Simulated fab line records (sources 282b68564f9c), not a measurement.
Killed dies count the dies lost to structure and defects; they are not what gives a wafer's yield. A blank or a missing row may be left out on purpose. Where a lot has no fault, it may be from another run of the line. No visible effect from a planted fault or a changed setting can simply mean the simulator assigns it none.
The tool behind it: which one? :: flow ritCmos :: Sampling: 14 lots, 42 wafers, 2 of 202 route steps

WHAT THE GAUGES SHOWED, per wafer
The record lacks any reading of a measuring or inspecting step that a usual standard deviation could be used to judge.

WHAT TOOL EACH LOT RAN ON (gives the tool, then ch and the chambers of the sampled wafers, and finally the start)
lot: L845
RIT_GATE_ETCH_19: rieSi-01 ch 2,3, day 2 12:20
RIT_M1_PROBE_99: prober-02, day 3 09:05

lot: L846
RIT_GATE_ETCH_19: rieSi-02 ch 0,1,3, day 2 17:18
RIT_M1_PROBE_99: prober-01, day 3 15:36

lot: L847
RIT_GATE_ETCH_19: rieSi-01 ch 0,1,3, day 2 23:44
RIT_M1_PROBE_99: prober-02, day 3 20:35

lot: L848
RIT_GATE_ETCH_19: rieSi-02 ch 0,1,2, day 3 04:55
RIT_M1_PROBE_99: prober-01, day 4 01:29

lot: L849
RIT_GATE_ETCH_19: rieSi-01 ch 0,3, day 3 10:43
RIT_M1_PROBE_99: prober-02, day 4 08:23

lot: L851
RIT_GATE_ETCH_19: rieSi-01 ch 0,1,2, day 3 18:45
RIT_M1_PROBE_99: prober-02, day 4 15:16

lot: L853
RIT_GATE_ETCH_19: rieSi-01 ch 0,2, day 4 05:32
RIT_M1_PROBE_99: prober-02, day 5 02:40

lot: L855
RIT_GATE_ETCH_19: rieSi-01 ch 1,2,3, day 4 15:40
RIT_M1_PROBE_99: prober-02, day 5 12:35

lot: L857
RIT_GATE_ETCH_19: rieSi-01 ch 0,1,3, day 5 00:59
RIT_M1_PROBE_99: prober-02, day 5 22:50

lot: L859
RIT_GATE_ETCH_19: rieSi-01 ch 2,3, day 5 12:41
RIT_M1_PROBE_99: -

lot: L862
RIT_GATE_ETCH_19: rieSi-02 ch 1,2, day 6 03:28
RIT_M1_PROBE_99: prober-01, day 7 00:39

lot: L864
RIT_GATE_ETCH_19: rieSi-02 ch 0,2,3, day 6 13:05
RIT_M1_PROBE_99: prober-01, day 7 09:38

lot: L866
RIT_GATE_ETCH_19: rieSi-02 ch 2,3, day 6 23:53
RIT_M1_PROBE_99: prober-01, day 7 22:22

lot: L868
RIT_GATE_ETCH_19: rieSi-02 ch 1,2, day 7 14:16
RIT_M1_PROBE_99: prober-01, day 8 10:41
- RIT_GATE_ETCH_19: etches poly-Si in SF6/CHF3/O2, stops on SiO2, time 165 s, target depth 312.5 nm.
- RIT_M1_PROBE_99

WHAT THE TOOLS THEMSELVES READ (means of the sampled wafers that have a number; where no wafer has one, the mark that the record gives instead)
RIT_GATE_ETCH_19. Usual: drypumpMotorCurrentA 5.5 A, standard deviation 0.41; oesProductAu 0.844 a.u., standard deviation 0.01; throttleValvePct 10.23 %, standard deviation 0.15.
lot: L845
tool: rieSi-01
drypumpMotorCurrentA (A): 5.7
oesProductAu (a.u.): 0.847
throttleValvePct (%): 10.37
flag: 

lot: L846
tool: rieSi-02
drypumpMotorCurrentA (A): 5.8
oesProductAu (a.u.): 0.837
throttleValvePct (%): 10.22
flag: 

lot: L847
tool: rieSi-01
drypumpMotorCurrentA (A): 5.5
oesProductAu (a.u.): 0.854
throttleValvePct (%): 10.18
flag: 

lot: L848
tool: rieSi-02
drypumpMotorCurrentA (A): 5.7
oesProductAu (a.u.): 0.840
throttleValvePct (%): 10.16
flag: 

lot: L849
tool: rieSi-01
drypumpMotorCurrentA (A): 5.5
oesProductAu (a.u.): 0.855
throttleValvePct (%): 10.21
flag: 

lot: L851
tool: rieSi-01
drypumpMotorCurrentA (A): 5.5
oesProductAu (a.u.): 0.856
throttleValvePct (%): 10.28
flag: 

lot: L853
tool: rieSi-01
drypumpMotorCurrentA (A): 5.6
oesProductAu (a.u.): 0.856
throttleValvePct (%): 10.41
flag: 

lot: L855
tool: rieSi-01
drypumpMotorCurrentA (A): 5.6
oesProductAu (a.u.): 0.840
throttleValvePct (%): 10.24
flag: 

lot: L857
tool: rieSi-01
drypumpMotorCurrentA (A): 5.5
oesProductAu (a.u.): 0.752
throttleValvePct (%): 10.18
flag: OFF

lot: L859
tool: rieSi-01
drypumpMotorCurrentA (A): 5.7
oesProductAu (a.u.): 0.760
throttleValvePct (%): 10.38
flag: OFF

lot: L862
tool: rieSi-02
drypumpMotorCurrentA (A): 5.2
oesProductAu (a.u.): 0.837
throttleValvePct (%): 10.12
flag: 

lot: L864
tool: rieSi-02
drypumpMotorCurrentA (A): 5.4
oesProductAu (a.u.): 0.834
throttleValvePct (%): 10.28
flag: 

lot: L866
tool: rieSi-02
drypumpMotorCurrentA (A): 5.0
oesProductAu (a.u.): 0.835
throttleValvePct (%): 10.28
flag: 

lot: L868
tool: rieSi-02
drypumpMotorCurrentA (A): 5.6
oesProductAu (a.u.): 0.850
throttleValvePct (%): 10.06
flag: 

RIT_M1_PROBE_99. Usual: value, then standard deviation, for each; killed_at_M0_to_M3 0.0 / 0.19; killedAtContacts 0.1 / 0.27; killedAtFrontEnd 6.4 / 2.9; killedDies 6.5 / 3; killedOnRim 1.6 / 1.4; killedOpen 3.3 / 1.9; killedShort 3.2 / 1.7.
lot: L845
tool: prober-02
killed_at_M0_to_M3: 0.0
killedAtContacts: 0.0
killedAtFrontEnd: 4.3
killedDies: 4.3
killedOnRim: 0.7
killedOpen: 1.7
killedShort: 2.7
flag: 

lot: L846
tool: prober-01
killed_at_M0_to_M3: 0.0
killedAtContacts: 0.0
killedAtFrontEnd: 7.3
killedDies: 7.3
killedOnRim: 2.0
killedOpen: 4.7
killedShort: 2.7
flag: 

lot: L847
tool: prober-02
killed_at_M0_to_M3: 0.0
killedAtContacts: 0.0
killedAtFrontEnd: 7.3
killedDies: 7.3
killedOnRim: 0.3
killedOpen: 3.7
killedShort: 3.7
flag: 

lot: L848
tool: prober-01
killed_at_M0_to_M3: 0.0
killedAtContacts: 0.3
killedAtFrontEnd: 4.7
killedDies: 5.0
killedOnRim: 1.7
killedOpen: 3.7
killedShort: 1.3
flag: 

lot: L849
tool: prober-02
killed_at_M0_to_M3: 0.0
killedAtContacts: 0.0
killedAtFrontEnd: 6.0
killedDies: 6.0
killedOnRim: 1.3
killedOpen: 2.3
killedShort: 3.7
flag: 

lot: L851
tool: prober-02
killed_at_M0_to_M3: 0.0
killedAtContacts: 0.0
killedAtFrontEnd: 9.0
killedDies: 9.0
killedOnRim: 2.7
killedOpen: 3.3
killedShort: 5.7
flag: 

lot: L853
tool: prober-02
killed_at_M0_to_M3: 0.0
killedAtContacts: 0.0
killedAtFrontEnd: 5.7
killedDies: 5.7
killedOnRim: 1.3
killedOpen: 2.3
killedShort: 3.3
flag: 

lot: L855
tool: prober-02
killed_at_M0_to_M3: 0.0
killedAtContacts: 0.0
killedAtFrontEnd: 4.7
killedDies: 4.7
killedOnRim: 1.3
killedOpen: 2.7
killedShort: 2.0
flag: 

lot: L857
tool: prober-02
killed_at_M0_to_M3: 0.0
killedAtContacts: 0.3
killedAtFrontEnd: 10.7
killedDies: 11.0
killedOnRim: 2.0
killedOpen: 6.0
killedShort: 5.0
flag: 

lot: L862
tool: prober-01
killed_at_M0_to_M3: 0.0
killedAtContacts: 0.3
killedAtFrontEnd: 8.3
killedDies: 8.7
killedOnRim: 1.7
killedOpen: 5.0
killedShort: 3.7
flag: 

lot: L864
tool: prober-01
killed_at_M0_to_M3: 0.0
killedAtContacts: 0.0
killedAtFrontEnd: 7.7
killedDies: 7.7
killedOnRim: 1.7
killedOpen: 4.0
killedShort: 3.7
flag: 

lot: L866
tool: prober-01
killed_at_M0_to_M3: 0.7
killedAtContacts: 0.0
killedAtFrontEnd: 8.0
killedDies: 8.7
killedOnRim: 2.7
killedOpen: 4.3
killedShort: 4.0
flag: OFF

lot: L868
tool: prober-01
killed_at_M0_to_M3: 0.0
killedAtContacts: 0.0
killedAtFrontEnd: 7.3
killedDies: 7.3
killedOnRim: 2.3
killedOpen: 3.7
killedShort: 3.7
flag: 

THE ANSWER, worked out from the rows above alone
Rule: take the mean of a lot's wafers that have a number; if it is more than 3 standard deviations from the usual mean, the lot is off. Also off: a lot with no number at a reading for which 4 or more lots have one. Any other lot the step has rows for is counted as sound. The gauges are gone through in route order, then the tools' own readings, and for those a lot's mean is taken as printed above. At the first step where some lot is off, the reading lying furthest off is the one used; lots without a number count as furthest.
Off: L857, L859 (RIT_GATE_ETCH_19, oesProductAu).
If a tool, at that step or one of the process steps before it, ran each lot that is off and ran no sound lot following the first of them, it fits. One fits: RIT_GATE_ETCH_19 on rieSi-01. A fault onset in the window from L855 (day 4 15:40, its last sound lot) to L857 (day 5 00:59, its first lot off) fits.
On the lots that are off, the tool's own readings at RIT_GATE_ETCH_19 differ by more than 5 times the standard deviation of the sound lots' means, which bears it out; oesProductAu reads 0.756 a.u. there versus 0.845 a.u. on the sound lots.

WHAT THE SIMULATOR HAD INSERTED
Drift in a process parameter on rieSi-01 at RIT_GATE_ETCH_19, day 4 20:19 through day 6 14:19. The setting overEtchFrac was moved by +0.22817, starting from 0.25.
Shown lots that were struck: L857, L859. The rule given above showed the same thing.
